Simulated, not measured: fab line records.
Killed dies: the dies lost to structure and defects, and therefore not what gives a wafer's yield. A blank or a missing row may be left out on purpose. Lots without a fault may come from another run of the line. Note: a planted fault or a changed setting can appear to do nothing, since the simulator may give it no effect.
fab line records	flow rit_cmos
record: lots: 6	wafers: 18	last_day: 7
route steps=202 shown CONTACT@170 M1@202
lots that met no fault: taken from a fault-free run of the same line
start_h: the number of hours between the record's first day and the start of the first shown wafer of the lot	wait_h: hours from the lot's prior step to this one	" the same as in the row above	L1.1+2: several wafers, shown together as one row	- value missing, or start not given	* or withheld: withheld	< > ~ a bound
route shown NAME@n: names a module that has steps shown in the file, with the first one's number in the route	usual: average and standard deviation across the fault-free wafers	same: alike in all rows	chamber/n: place in a boat	sites: per-site readings	_std_site: standard deviation of those values	_edge_site: inner sites' mean taken away from outer sites' mean	radius_mm: for every site, how far away it sits from the centre of the wafer	mask NAME#n: copy n	behind: tool/chamber where the wafer was last shaped	hold: the reason the lot was held/the length of the hold in hours/how it ended	device: the n, p or np transistor that did not switch	end of line: tests of these same wafers at the route's end	step lacking rows: just its recipe	killed: dies that structure and defects cost at the first sort, which is not the same as the wafer's yield	map: shows each die of a wafer: x if killed, . if not, _ if none is there
set.NAME: the setting that was run; set.NAME@STEP: the one run at that earlier step	model.NAME: the simulator's own value behind a step, which no gauge read
lots at some steps of the route; a table a step, a row a wafer
services: when a tool's chamber went out of use (start_h, in hours from the record's first day, below 0 if earlier), for how many hours, and the reason
== steps ==
step: RIT_CONTACT_HMDS_02
recipe: prime_time_s: 60	prime_temp_c: 140
step: RIT_CONTACT_COAT_03
recipe: resist: NOVOLAK	spin_rpm: 3250	resist_thk_nm: 1000
step: RIT_CONTACT_SOFTBAKE_04
recipe: resist: NOVOLAK	temp_c: 90	time_s: 60
step: RIT_CONTACT_EXPOSE_05
recipe: mask_id: M11	na: 0.6	source_shape: conventional	sigma_outer: 0.5	target_cd_nm: 1000	dose_mj: 250
step: RIT_CONTACT_PEB_06
recipe: resist: NOVOLAK	temp_c: withheld	time_s: withheld
step: RIT_CONTACT_DEVELOP_07
recipe: resist: NOVOLAK	develop_time_s: 120	dev_temp_c: 23
step: RIT_CONTACT_CD_MEAS_08
recipe: target_cd_nm: 1000
usual: cd_nm: 999.7/2.1
lot.wafer	tool	chamber	start_h	wait_h	cd_nm
L821.1	cd_sem-02	-	78.60	-	997.7
L821.3	"	-	"	"	997.9
L821.6	"	-	"	"	998.8
L824.2	cd_sem-01	-	98.28	-	995.9
L824.4	"	-	"	"	996.9
L824.5	"	-	"	"	997.8
L832.2	cd_sem-01	-	133.54	-	1000.6
L832.3	"	-	"	"	1000.6
L832.4	"	-	"	"	1000.4
L833.3	cd_sem-01	-	139.65	-	1000.7
L833.4	"	-	"	"	1002.1
L833.6	"	-	"	"	1002.3
L838.1	cd_sem-01	-	163.14	-	994.4
L838.4	"	-	"	"	994.7
L838.6	"	-	"	"	995.1
L839.3	cd_sem-01	-	166.64	-	1001.4
L839.5	"	-	"	"	1002.2
L839.6	"	-	"	"	1002.7
step: RIT_CONTACT_OVL_MEAS_09
usual: CONTACT_OVL: -0.7/1.3
lot.wafer	tool	chamber	start_h	wait_h	CONTACT_OVL[nm]
L821.1	overlay-01	-	78.72	0.1	-0.8
L821.3	"	-	"	"	-1.6
L821.6	"	-	"	"	-2.6
L824.2	overlay-01	-	98.39	0.1	-0.5
L824.4	"	-	"	"	-0.3
L824.5	"	-	"	"	0.4
L832.2	overlay-02	-	133.64	0.1	-0.7
L832.3	"	-	"	"	1.3
L832.4	"	-	"	"	-1.1
L833.3	overlay-02	-	139.74	0.1	0.8
L833.4	"	-	"	"	-2.3
L833.6	"	-	"	"	-1.9
L838.1	overlay-01	-	163.26	0.1	-1.3
L838.4	"	-	"	"	-1.2
L838.6	"	-	"	"	0.5
L839.3	overlay-01	-	166.73	0.1	-1.8
L839.5	"	-	"	"	-3.5
L839.6	"	-	"	"	0.0
step: RIT_CONTACT_HARDBAKE_10
recipe: resist: NOVOLAK	temp_c: 140	time_s: 60
step: RIT_CONTACT_ETCH_11
recipe: target_depth_a: 4800	over_etch_frac: 0.2	stop_on: TiSi2	chemistry: CHF3/CF4/Ar	target: SiO2	CHF3_flow_sccm: 50	cf4_flow_sccm: 10	Ar_flow_sccm: 100	O2_flow_sccm: 5	pressure_mtorr: 100	rf_w: 200	time_s: 320
usual: CHF3_flow_sccm: 50.00/0.15	O2_flow_sccm: 4.999/0.014	cf4_flow_sccm: 10.00/0.033	drypump_motor_current_A: 5.8/0.37	oes_product_au: 0.990/0.018	throttle_valve_pct: 8.77/0.11
lot.wafer	tool	chamber	start_h	wait_h	CHF3_flow_sccm	O2_flow_sccm	cf4_flow_sccm	drypump_motor_current_A	oes_product_au	rf_hours_counter_h	throttle_valve_pct
L821.1	rie_diel-04	0	78.92	0.1	49.92	4.994	10.03	5.4	0.984	96	8.84
L821.3	"	3	"	"	50.07	5.001	10.01	6.3	0.971	71	8.77
L821.6	"	3	"	"	49.80	4.994	10.04	6.3	0.969	-	8.77
L824.2	rie_diel-04	0	98.57	0.1	49.84	5.013	9.98	5.5	0.984	97	8.85
L824.4	"	2	"	"	49.96	4.972	9.97	5.5	0.987	148	8.71
L824.5	"	0	"	"	50.09	4.996	10.01	5.4	0.991	-	8.84
L832.2	rie_diel-04	0	133.82	0.1	49.97	4.991	9.98	5.5	0.994	98	8.87
L832.3	"	2	"	"	49.87	5.013	10.01	5.5	0.986	149	8.71
L832.4	"	0	"	"	49.95	5.007	10.01	5.5	0.987	-	8.85
L833.3	rie_diel-04	0	139.91	0.1	50.03	5.012	9.95	5.5	0.998	98	8.88
L833.4	"	3	"	"	49.95	5.000	10.01	6.3	0.976	-	8.77
L833.6	"	0	"	"	50.03	4.987	9.94	5.4	0.989	-	8.85
L838.1	rie_diel-01	0	163.45	0.1	50.04	4.994	9.99	5.5	1.017	7	8.60
L838.4	"	2	"	"	49.93	4.975	10.00	6.1	0.966	139	8.76
L838.6	"	2	"	"	50.07	4.998	9.98	6.1	0.973	-	8.78
L839.3	rie_diel-02	0	166.90	0.1	49.90	5.013	10.03	5.5	1.021	2	8.89
L839.5	"	1	"	"	49.91	5.002	9.97	5.8	0.975	-	8.94
L839.6	"	0	"	"	49.79	5.030	10.05	5.5	1.028	-	8.89
step: RIT_CONTACT_STRIP_12
recipe: chemistry: O2	time_s: 180	resist: NOVOLAK	platen_temp_c: withheld	power_w: 500	pressure_mtorr: 4000	o2_flow_sccm: 4000
usual: drypump_motor_current_A: 5.4/0.47
lot.wafer	tool	chamber	start_h	wait_h	drypump_motor_current_A	rf_hours_counter_h
L821.1	plasma_asher-01	0	79.12	0.1	5.4	45
L821.3	"	1	"	"	4.8	-
L821.6	"	1	"	"	4.8	-
L824.2	plasma_asher-03	0	98.76	0.1	5.7	47
L824.4	"	0	"	"	5.7	-
L824.5	"	1	"	"	4.9	-
L832.2	plasma_asher-03	1	134.02	0.1	4.9	52
L832.3	"	0	"	"	5.7	-
L832.4	"	1	"	"	5.0	-
L833.3	plasma_asher-01	0	140.16	0.2	5.4	-
L833.4	"	1	"	"	4.8	-
L833.6	"	0	"	"	5.4	-
L838.1	plasma_asher-01	1	163.64	0.1	4.8	3
L838.4	"	0	"	"	5.3	-
L838.6	"	0	"	"	5.4	-
L839.3	plasma_asher-04	0	167.15	0.2	6.2	-
L839.5	"	1	"	"	5.0	-
L839.6	"	0	"	"	6.1	-
step: RIT_CONTACT_CD_MEAS_90
recipe: target_cd_nm: 1000
usual: cd_nm: 999.7/2
lot.wafer	tool	chamber	start_h	wait_h	cd_nm
L821.1	cd_sem-01	-	79.29	0.1	997.6
L821.3	"	-	"	"	998.0
L821.6	"	-	"	"	998.8
L824.2	cd_sem-02	-	98.96	0.1	996.1
L824.4	"	-	"	"	997.7
L824.5	"	-	"	"	997.6
L832.2	cd_sem-01	-	134.21	0.1	1000.5
L832.3	"	-	"	"	1001.5
L832.4	"	-	"	"	999.9
L833.3	cd_sem-02	-	140.32	0.1	1000.5
L833.4	"	-	"	"	1002.0
L833.6	"	-	"	"	1001.6
L838.1	cd_sem-02	-	163.82	0.1	994.8
L838.4	"	-	"	"	994.4
L838.6	"	-	"	"	995.2
L839.3	cd_sem-02	-	167.31	0.1	1001.1
L839.5	"	-	"	"	1001.9
L839.6	"	-	"	"	1002.2
step: RIT_CONTACT_CLEAN_13
recipe: chemistry: SC1	mix: 3:3:50	time_s: 600	temp_c: 75
usual: run_length_s: 627/3.5
lot.wafer	tool	chamber	start_h	wait_h	run_length_s
L821.1	wet_bench-02	1	79.41	0.1	633
L821.3	"	1	"	"	633
L821.6	"	1	"	"	633
L824.2	wet_bench-01	3	99.06	0.1	626
L824.4	"	3	"	"	626
L824.5	"	3	"	"	626
L832.2	wet_bench-01	1	134.31	0.1	601
L832.3	"	1	"	"	601
L832.4	"	1	"	"	601
L833.3	wet_bench-01	0	140.40	0.1	594
L833.4	"	0	"	"	594
L833.6	"	0	"	"	594
L838.1	wet_bench-02	1	163.94	0.1	626
L838.4	"	1	"	"	626
L838.6	"	1	"	"	626
L839.3	wet_bench-04	2	167.39	0.1	627
L839.5	"	2	"	"	627
L839.6	"	2	"	"	627
step: RIT_CONTACT_CLEAN_14
recipe: chemistry: SC2	mix: 3:3:50	time_s: 600	temp_c: 75	dry: n2_spin
step: RIT_M1_PROBE_99
usual: killed_at_contacts: 0.1/0.27	killed_at_front_end: 7/3	killed_dies: 7.0/3	killed_open: 3.5/2.1	killed_short: 3.4/1.9
same: gross_dies: 264	killed_at_M0_to_M3: 0	killed_at_M4_up: 0	killed_at_back_side: 0	killed_at_other: 0
lot.wafer	tool	chamber	start_h	wait_h	killed_at_contacts	killed_at_front_end	killed_dies	killed_open	killed_short
L821.1	prober-02	-	84.02	0.1	0	11	11	6	4
L821.3	prober-02	-	84.12	0.2	0	9	9	7	2
L821.6	prober-02	-	84.27	0.2	0	5	5	1	4
L838.1	prober-01	-	168.42	0.1	0	6	6	1	5
L838.4	prober-01	-	168.57	0.2	1	3	4	2	2
L838.6	prober-01	-	168.67	0.2	0	5	5	1	4
killed by level:class
L821.1 GATE:geometric_particle:open=4 SPACER:geometric_particle:short=2 SILICIDE:geometric_particle:open=2 GATE:geometric_particle:short=1 REOX:geometric_particle:short=1 PRETRO:coat_microbubble_printed=1
L821.3 SPACER:geometric_particle:open=4 REOX:geometric_particle:open=2 FOX2:geometric_particle:short=1 SILICIDE:geometric_particle:short=1 SILICIDE:geometric_particle:open=1
L821.6 SPACER:geometric_particle:short=2 FOX2:geometric_particle:open=1 GATE:geometric_particle:short=1 REOX:geometric_particle:short=1
L838.1 FOX1:geometric_particle:short=2 FOX2:geometric_particle:open=1 FOX2:geometric_particle:short=1 GATE:geometric_particle:short=1 SILICIDE:geometric_particle:short=1
L838.4 GATE:geometric_particle:short=1 SPACER:geometric_particle:open=1 SILICIDE:geometric_particle:open=1 CONTACT:geometric_particle:short=1
L838.6 SILICIDE:geometric_particle:short=3 GATE:geometric_particle:short=1 GATE:geometric_particle:open=1
== services ==
tool	chamber	start_h	hours	kind
rie_diel-02	0	62.04	-	clean
plasma_asher-03	-	63.43	0.4	repair
rie_diel-02	1	66.11	4.4	repair
rie_diel-04	2	71.65	5.1	repair
rie_diel-02	3	77.78	5.2	repair
rie_diel-04	3	86.38	5.6	repair
plasma_asher-01	-	108.87	9.0	pm
plasma_asher-01	0	108.87	9.0	vent_cycle
plasma_asher-01	1	108.87	9.0	vent_cycle
rie_diel-04	3	109.74	5.1	repair
plasma_asher-01	-	117.87	2.8	pm
plasma_asher-01	0	117.87	-	clean
plasma_asher-01	1	117.87	-	clean
plasma_asher-01	-	120.62	14.6	pm
rie_diel-02	0	130.28	9.4	repair
rie_diel-02	-	132.17	2.4	repair
rie_diel-01	3	133.35	11.7	repair
rie_diel-04	1	133.55	-	clean
rie_diel-04	1	133.55	14.6	scheduled_down
rie_diel-04	1	133.55	14.6	vent_cycle
rie_diel-04	2	151.45	-	clean
rie_diel-04	2	151.45	15.7	scheduled_down
rie_diel-04	2	151.45	15.7	vent_cycle
rie_diel-02	3	159.53	3.1	repair
== key ==
first_sign: step: RIT_CONTACT_CLEAN_13	reading: run_length_s	direction: down	sigmas: 8.5	usual: *	struck: *
effect none on later readings
met_at RIT_CONTACT_CLEAN_13
struck_wafers L832.2,L832.3,L832.4,L833.3,L833.4,L833.6
tester_left_out L832,L833
onset_between 99.06 134.31
fault: kind: process_parameter_drift	tool: wet_bench-01	chamber: -	onset_h: 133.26	steps: RIT_CONTACT_CLEAN_13	channel: time_s	offset: *	shape: step	end_h: 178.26	acts_in: *	stated: *
tester_left_out: of these lots the tester's yield and bins aren't shown, on N5 and GAA mostly nor the transistor test; their killed dies are dies lost to structure and defects alone, not to doping, threshold or leakage, so they don't give the yield
